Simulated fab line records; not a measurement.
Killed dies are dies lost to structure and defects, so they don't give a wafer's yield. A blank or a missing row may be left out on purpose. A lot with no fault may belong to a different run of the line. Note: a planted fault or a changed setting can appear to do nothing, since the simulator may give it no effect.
Tool commonality check	flow berkeley-cmos170	37 wafers sampled across 13 lots

THE REASON FOR OPENING IT
At UCB170_M2_RS_MEAS_02 the reading M2_AL_RS is flagged on 1 of 13 lots. Fault-free wafers read 0.0322 ohm/sq, with a standard deviation of 0.00038.
Rule: a lot is flagged when every wafer of it that has a number lies more than 4 standard deviations from that mean, or none has a number. The rest of the lots are taken to be sound.

lot	measured	on	M2_AL_RS (ohm/sq), wafer by wafer	flag
L618	day 7 21:03	film-metro-04	0.0316 0.0315 0.0316	
L620	day 8 06:49	film-metro-01	0.0319 0.0321 0.0319	
L622	day 8 15:42	film-metro-04	0.0319 0.0317 0.0319	
L623	day 9 04:07	film-metro-04	0.0319 0.0324 0.0320	
L625	day 9 09:54	film-metro-04	0.0310 0.0312 0.0317	
L626	day 9 10:17	film-metro-03	0.0326 0.0326 0.0326	
L628	day 10 09:08	film-metro-04	0.0329 0.0326 0.0326	
L629	day 10 13:55	film-metro-04	0.0322 0.0326 0.0325	
L631	day 10 19:04	film-metro-04	0.0325 0.0325 0.0325	
L632	day 10 19:36	film-metro-01	0.0322 0.0320 0.0318	
L633	day 11 00:39	film-metro-01	0.0328 0.0329 0.0325	
L634	day 11 00:49	film-metro-04	0.0321 0.0323 0.0328	
L637	day 11 20:14	film-metro-03	0.0349	FLAGGED
The numbers of the flagged lots are 0.0349 ohm/sq on average: +0.0027 ohm/sq against the usual, or +7 standard deviations.

LOT BY LOT: THE TOOL USED
2 process steps preceding the reading are held in the record, out of 331 steps in the route. Every cell lists first the tool, next ch and the chambers used by the sampled wafers, and last the start.
lot	flag	UCB170_CONTACT_STRIP_06	UCB170_M2_SPUTTER_01
L618		plasma-asher-04 ch 0,1, day 7 08:10	pvd-sputter-01, day 7 20:58
L620		plasma-asher-04 ch 0,1, day 7 17:38	pvd-sputter-01, day 8 06:44
L622		plasma-asher-03 ch 0,1, day 8 01:48	pvd-sputter-01, day 8 15:37
L623		plasma-asher-02 ch 0,1, day 8 17:20	pvd-sputter-02, day 9 04:00
L625		plasma-asher-02 ch 0,1, day 8 23:05	pvd-sputter-02, day 9 09:49
L626		plasma-asher-04 ch 0,1, day 8 23:19	pvd-sputter-04, day 9 10:11
L628		plasma-asher-03 ch 0,1, day 9 20:38	pvd-sputter-04, day 10 09:03
L629		plasma-asher-02 ch 1, day 10 03:40	pvd-sputter-04, day 10 13:50
L631		plasma-asher-03 ch 0,1, day 10 07:44	pvd-sputter-02, day 10 18:59
L632		plasma-asher-04 ch 0,1, day 10 08:22	pvd-sputter-01, day 10 19:31
L633		plasma-asher-04 ch 0,1, day 10 13:36	pvd-sputter-04, day 11 00:34
L634		plasma-asher-03 ch 0,1, day 10 13:09	pvd-sputter-01, day 11 00:44
L637	FLAGGED	plasma-asher-03 ch 0, day 11 06:25	pvd-sputter-01, day 11 20:05
These steps, and what they do:
- UCB170_CONTACT_STRIP_06: strips in O2.
- UCB170_M2_SPUTTER_01: material Al, target thk 900 nm, time 120 s.
- UCB170_M2_RS_MEAS_02: measures by four-point-probe.

FLAGGED AGAINST TOTAL, ONE TOOL AT A TIME (gauges that did the reading follow at the end)
step	tool	lots run	flagged	share of the flagged lots	sound lots run after its first flagged lot
UCB170_CONTACT_STRIP_06	plasma-asher-02	3	0	none	-
UCB170_CONTACT_STRIP_06	plasma-asher-03	5	1	all	0
UCB170_CONTACT_STRIP_06	plasma-asher-04	5	0	none	-
UCB170_M2_SPUTTER_01	pvd-sputter-01	6	1	all	0
UCB170_M2_SPUTTER_01	pvd-sputter-02	3	0	none	-
UCB170_M2_SPUTTER_01	pvd-sputter-04	4	0	none	-
UCB170_M2_RS_MEAS_02	film-metro-01	3	0	none	-
UCB170_M2_RS_MEAS_02	film-metro-03	2	1	all	0
UCB170_M2_RS_MEAS_02	film-metro-04	8	0	none	-

WHAT THE TABLE ALLOWS
In the table, 3 rows ran each flagged lot (plasma-asher-03 at UCB170_CONTACT_STRIP_06; pvd-sputter-01 at UCB170_M2_SPUTTER_01; film-metro-03 at UCB170_M2_RS_MEAS_02).
- plasma-asher-03 at UCB170_CONTACT_STRIP_06 ran 5 lots, 1 of them flagged. It ran its last sound lot, L634, at day 10 13:09 and its first flagged lot, L637, at day 11 06:25: a fault with its onset between the two fits.
- pvd-sputter-01 at UCB170_M2_SPUTTER_01 ran 6 lots, 1 of them flagged. It ran its last sound lot, L634, at day 11 00:44 and its first flagged lot, L637, at day 11 20:05: a fault with its onset between the two fits. Its own readings (cathode-dc-power-W) fall more than 4 standard deviations out on all wafers of the flagged lots.
- film-metro-03 at UCB170_M2_RS_MEAS_02 ran 2 lots, 1 of them flagged. It ran its last sound lot, L626, at day 9 10:17 and its first flagged lot, L637, at day 11 20:14: a fault with its onset between the two fits.
Because each of these 3 tools fits a fault that began at some hour, counting lots does not separate them. More lots, or a look at what each step does to the wafer, might.

WHAT HAD BEEN PUT IN BY THE SIMULATOR
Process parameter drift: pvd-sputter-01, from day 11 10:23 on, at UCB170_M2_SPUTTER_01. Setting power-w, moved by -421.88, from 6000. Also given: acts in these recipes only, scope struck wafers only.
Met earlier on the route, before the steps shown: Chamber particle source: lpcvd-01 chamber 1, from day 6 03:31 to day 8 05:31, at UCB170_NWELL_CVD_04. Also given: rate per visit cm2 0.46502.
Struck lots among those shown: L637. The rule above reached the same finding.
